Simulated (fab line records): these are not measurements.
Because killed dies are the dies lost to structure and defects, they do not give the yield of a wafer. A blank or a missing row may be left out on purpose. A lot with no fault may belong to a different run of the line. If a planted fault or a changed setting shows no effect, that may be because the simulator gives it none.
Split-lot experiment + flow ritCmos + route with 202 steps; 5 lots, 23 wafers read

== THE SPLIT ITSELF ==
At RIT_PLDD_SOFTBAKE_02 (time 60 s), the setting tempC was moved away from the recipe's 90 C on 7 of the 23 wafers read, by +3.2% to +3.6%. This setting was run at the recipe's value on the other wafers.

Reading taken at the split's own step.

== THE READING ==
NOVOLAK_of_PLDD_COAT_01.thkNm (the simulator's own value, which no gauge read), in nm, at RIT_PLDD_SOFTBAKE_02 (time 60 s). There is no usual value for it anywhere in the file. Across the 16 wafers here that went through the recipe, the average is 1001.2 nm and the standard deviation 2.1 nm.

| wafer  | tool, chamber at the split | tempC as run, C | against the recipe | NOVOLAK_of_PLDD_COAT_01.thkNm, nm | against lot-mates on the recipe |
|--------|----------------------------|-----------------|--------------------|-----------------------------------|---------------------------------|
| L075.1 | lithoTrack-03, 0           | 90              | recipe             | 1002                              | -                               |
| L075.2 | lithoTrack-03, 0           | 90              | recipe             | 1003                              | -                               |
| L075.4 | lithoTrack-03, 0           | 90              | recipe             | 1001                              | -                               |
| L075.5 | lithoTrack-03, 0           | 90              | recipe             | 999.3                             | -                               |
| L075.6 | lithoTrack-03, 0           | 90              | recipe             | 1000                              | -                               |
| L078.1 | lithoTrack-04, 0           | 93.26           | +3.6%              | 988.8                             | -11.9                           |
| L078.2 | lithoTrack-04, 0           | 90              | recipe             | 1001                              | -                               |
| L078.5 | lithoTrack-04, 0           | 90              | recipe             | 1001                              | -                               |
| L078.3 | lithoTrack-04, 0           | 90              | recipe             | 1000                              | -                               |
| L078.6 | lithoTrack-04, 0           | 93.26           | +3.6%              | 989.2                             | -11.5                           |
| L081.1 | lithoTrack-03, 0           | 90              | recipe             | 999.8                             | -                               |
| L081.3 | lithoTrack-03, 0           | 90              | recipe             | 997.8                             | -                               |
| L081.6 | lithoTrack-03, 0           | 90              | recipe             | 1002                              | -                               |
| L084.1 | lithoTrack-03, 0           | 92.86           | +3.2%              | 995.1                             | -5.2                            |
| L084.2 | lithoTrack-03, 0           | 90              | recipe             | 1001                              | -                               |
| L084.3 | lithoTrack-03, 0           | 90              | recipe             | 1001                              | -                               |
| L084.4 | lithoTrack-03, 0           | 92.86           | +3.2%              | 995                               | -5.3                            |
| L084.6 | lithoTrack-03, 0           | 90              | recipe             | 998.9                             | -                               |
| L085.1 | lithoTrack-03, 0           | 93.13           | +3.5%              | 995.6                             | -9.9                            |
| L085.3 | lithoTrack-03, 0           | 90              | recipe             | 1006                              | -                               |
| L085.4 | lithoTrack-03, 0           | 93.13           | +3.5%              | 996.9                             | -8.6                            |
| L085.5 | lithoTrack-03, 0           | 93.13           | +3.5%              | 998                               | -7.5                            |
| L085.6 | lithoTrack-03, 0           | 90              | recipe             | 1005                              | -                               |

FIT RESULTS
A straight line over all 23 wafers: NOVOLAK_of_PLDD_COAT_01.thkNm changes by -2.09 nm for each +1% of tempC; r = -0.80; the points scatter about the line by 2.6 nm.
The same after taking each lot's own level away (the mean of its wafers on the recipe; 23 wafers): -2.53 nm for each +1%; r = -0.94; scatter 1.6 nm.
Per that fit: largest tempC move, reading shift of 9.2 nm.
From 999.87 to 1005.50 nm: that is the span of the lots' own levels, equal to 2.7 times the standard deviation above.
So the slope is not independent of the lot-to-lot level: the two fits are not the same.
Check: with one of the wafers moved furthest among these (+3.6%) left out of the fit, the line predicts -8.61 nm for it against its lot-mates. It came out at -11.9 nm against them.

== FURTHER SPLITS ON THESE WAFERS ==
Other splits were also applied to these wafers ahead of the reading. Each is held against what the fit with the lots' levels taken away leaves over:
| other split on the same wafers    | wafers away from the commonest value | r with NOVOLAK_of_PLDD_COAT_01.thkNm (lot level and that fit taken away) |
|-----------------------------------|--------------------------------------|--------------------------------------------------------------------------|
| RIT_ACTIVE_EXPOSE_08 doseMj       | 11                                   | +0.25                                                                    |
| RIT_ACTIVE_STRIP_14 pressureMtorr | 10                                   | -0.20                                                                    |
| RIT_FOX2_OXIDATION_00 oxTimeS     | 15                                   | +0.35                                                                    |
| RIT_NWELL_IMPLANT_08 doseCm2      | 9                                    | -0.50                                                                    |
| RIT_PWELL_IMPLANT_08 energyKev    | 9                                    | -0.10                                                                    |
| RIT_NRETRO_COAT_01 resistThkNm    | 8                                    | -0.18                                                                    |
| RIT_GATE_CVD_08 tempC             | 15                                   | -0.13                                                                    |
| RIT_GATE_DEVELOP_15 devTempC      | 8                                    | +0.20                                                                    |
| RIT_NLDD_IMPLANT_08 doseCm2       | 4                                    | +0.28                                                                    |

== FILE'S OWN FIT ==
NOVOLAK_of_PLDD_COAT_01.thkNm changes by -2.52 nm for each +1% of tempC, r = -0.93.
